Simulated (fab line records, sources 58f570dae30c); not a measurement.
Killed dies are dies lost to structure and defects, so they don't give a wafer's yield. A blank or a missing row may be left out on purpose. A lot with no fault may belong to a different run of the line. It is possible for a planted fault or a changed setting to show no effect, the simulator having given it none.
One fault seen from 2 desks    flow berkeleyCmos170    numbers are kept per desk, each desk with only its own; the story behind them comes last

## THE TOOL OWNER'S DESK: pvdSputter-01
The tool's own readings at UCB170_M1_SPUTTER_00 (material Al, target thk 600 nm, time 80 s): means of the sampled wafers that have a number, for each lot that ran on this tool. Any lot whose mean is over 4 standard deviations away from the usual mean is out of limits and marked OUT; that distance is given in the brackets.
Columns: A = throttleValvePct at UCB170_M1_SPUTTER_00, usual 29.7 %
lot   first seen here  A
L199  day 7 11:16      29.6
L202  day 8 21:28      29.9
L205  day 9 03:37      30.0
L212  day 10 21:30     29.3
L214  day 11 09:07     29.5
L216  day 11 13:41     29.9
This desk's finding: nothing out of limits on any of the 6 lots.

## AT THE METROLOGY DESK
Means of the sampled wafers that have a number, per lot and without regard to the tool the lot ran on: this is what the gauges read. Any lot whose mean is over 4 standard deviations away from the usual mean is out of limits and marked OUT; that distance is given in the brackets.
Columns: A = cdNm at UCB170_M3_CD_MEAS_90, usual 701 nm
lot   first seen here  A
L194  day 6 23:38      700
L195  day 7 16:23      701
L196  day 7 16:54      703
L197  day 8 09:26      704
L199  day 8 09:44      698
L198  day 8 10:02      698
L201  day 8 16:52      701
L202  day 9 13:19      698
L203  day 9 13:34      700
L205  day 9 21:48      700
L204  day 9 21:55      704
L212  day 11 14:55     697
L214  day 12 00:47     696
L217  day 12 07:35     703
L216  day 12 10:24     698
This desk's finding: nothing out of limits on any of the 15 lots.

## PUT TOGETHER
Nothing out of limits was seen by the tool owner's desk.
From the metrology desk's view, nothing was out of limits.

## WHAT THE SIMULATOR HAD INSERTED
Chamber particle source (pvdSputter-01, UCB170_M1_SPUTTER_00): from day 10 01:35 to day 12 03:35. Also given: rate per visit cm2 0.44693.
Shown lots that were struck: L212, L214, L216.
